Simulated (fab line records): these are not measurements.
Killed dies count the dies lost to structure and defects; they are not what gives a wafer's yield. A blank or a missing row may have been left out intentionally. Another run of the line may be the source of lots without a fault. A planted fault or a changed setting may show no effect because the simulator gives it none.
Which tool is to blame? | flow berkeley cmos170 | 7 lots, 21 wafers sampled, at 3 steps of a route of 331

## WHAT THE GAUGES SHOWED, per wafer
UCB170_V1_CD_MEAS_12: the cd target is 700 nm.
lot  | measured     | on        | cd nm (nm)
L505 | day 7 14:26  | cd sem-02 | 701.6 701.2 701.9
L509 | day 8 00:12  | cd sem-02 | 699.3 699.0 699.2
L508 | day 8 00:36  | cd sem-01 | 701.5 699.1 699.2
L511 | day 8 14:39  | cd sem-02 | 702.2 702.4 702.8
L514 | day 8 21:57  | cd sem-01 | 699.1 698.8 698.8
L517 | day 10 05:51 | cd sem-02 | 750.5 749.4 750.1 750.7 749.9 750.0
L527 | day 11 14:55 | cd sem-01 | 699.4 698.8 699.0

## WHAT TOOL EACH LOT RAN ON (gives the tool, then ch and the chambers of the sampled wafers, and finally the start)
lot  | UCB170_SILICIDE_RTA_04           | UCB170_V1_PEB_10
L505 | rtp anneal-01 ch 0, day 7 02:31  | litho track-03 ch 0, day 7 14:10
L509 | rtp anneal-02 ch 0, day 7 12:25  | litho track-04 ch 0, day 7 23:55
L508 | rtp anneal-02 ch 0, day 7 12:35  | litho track-03 ch 0, day 8 00:20
L511 | rtp anneal-01 ch 0, day 8 01:33  | litho track-04 ch 0, day 8 14:23
L514 | rtp anneal-01 ch 0, day 8 07:08  | litho track-01 ch 0, day 8 21:40
L517 | rtp anneal-01 ch 0, day 9 14:26  | litho track-01 ch 0, day 10 05:35
L527 | rtp anneal-02 ch 0, day 10 21:07 | litho track-04 ch 0, day 11 14:35
- UCB170_SILICIDE_RTA_04: time 15 s.
- UCB170_V1_PEB_10

## THE ANSWER, worked out from the rows above alone
Rule: what is usual is taken from the lots themselves. Put in order of their means at a reading, lots are off if they are a third of the lots or fewer, leave a main group of 4 or more, and stand apart from it by a gap of 3 or more times the standard deviation of the main group's means; of several such gaps the widest counts. A main group whose means are all the same, to the digits that the tables above print for the reading, isn't used. Also off: a lot with no number at a reading for which 4 or more lots have one. All remaining lots with rows at the step are treated as sound.
Off: L517 (UCB170_V1_CD_MEAS_12, cd nm). Mean 700.2 nm and standard deviation 1.4 in the main group.
If a tool, at a process step before that reading, ran all the lots that are off and no sound lot after the first of them, it fits. Gauges at UCB170_V1_CD_MEAS_12: tried the same way as those tools. Can't be told from this: 3 tools fit, rtp anneal-01 at UCB170_SILICIDE_RTA_04, litho track-01 at UCB170_V1_PEB_10, cd sem-02 at UCB170_V1_CD_MEAS_12.

## WHAT WAS PUT IN BY THE SIMULATOR
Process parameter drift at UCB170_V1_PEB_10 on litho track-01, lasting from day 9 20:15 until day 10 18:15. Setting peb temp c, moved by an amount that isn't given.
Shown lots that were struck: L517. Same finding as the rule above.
